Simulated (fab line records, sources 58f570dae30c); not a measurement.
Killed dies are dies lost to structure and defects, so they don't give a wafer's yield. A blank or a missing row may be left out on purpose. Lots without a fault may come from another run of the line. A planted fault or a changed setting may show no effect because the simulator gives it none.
Which tool did it? | flow berkeley_cmos170 | 13 lots, 39 wafers sampled, at 1 step of a route of 331

WHAT THE GAUGES READ, wafer by wafer
UCB170_NWELL_OVL_MEAS_12.
lot  | measured    | on         | NWELL_OVL (nm)
L921 | day 2 12:20 | overlay-01 | 7 0 0
L922 | day 2 13:58 | overlay-02 | 3 -5 6
L923 | day 2 17:01 | overlay-02 | 1 6 -7
L924 | day 2 22:17 | overlay-01 | -4 6 10
L925 | day 3 03:23 | overlay-02 | 0 2 9
L926 | day 3 03:28 | overlay-01 | -3 -2 1
L927 | day 3 12:13 | overlay-01 | 7 4 10
L928 | day 3 19:16 | overlay-02 | 4 8 0
L934 | day 5 01:39 | overlay-01 | 2 8 -1
L938 | day 6 03:24 | overlay-01 | 4 7 5
L941 | day 6 11:00 | overlay-01 | 4 -1 -2
L940 | day 6 11:21 | overlay-01 | 6 -2 10
L943 | day 6 20:25 | overlay-02 | 10 4 3

WHICH TOOL RAN EACH LOT (tool, then ch and the chambers of the sampled wafers, then the start)
The record holds no process step before these readings.

WHAT THE TOOLS THEMSELVES READ (means of the sampled wafers that have a number; where no wafer has one, the mark that the record gives instead)
The record holds no such reading with a usual standard deviation.

THE ANSWER, worked out from the rows above alone
Rule: what is usual is taken from the lots themselves. Put in order of their means at a reading, lots are off if they are a third of the lots or fewer, leave a main group of 4 or more, and stand apart from it by a gap of 3 or more times the standard deviation of the main group's means; of several such gaps the widest counts. A main group whose means are all the same, to the digits that the tables above print for the reading, isn't used. A lot without any number at a reading at which 4 lots or more have one is off too. The other lots that the step has rows for count as sound. The gauges are gone through in route order, then the tools' own readings, and for those a lot's mean is taken as printed above. The first step at which some lot is off is used, and at that step the reading that is off furthest; a lot without a number counts as furthest.
No lot is off at any reading shown: from this, nothing can be told.

WHAT THE SIMULATOR HAD PUT IN
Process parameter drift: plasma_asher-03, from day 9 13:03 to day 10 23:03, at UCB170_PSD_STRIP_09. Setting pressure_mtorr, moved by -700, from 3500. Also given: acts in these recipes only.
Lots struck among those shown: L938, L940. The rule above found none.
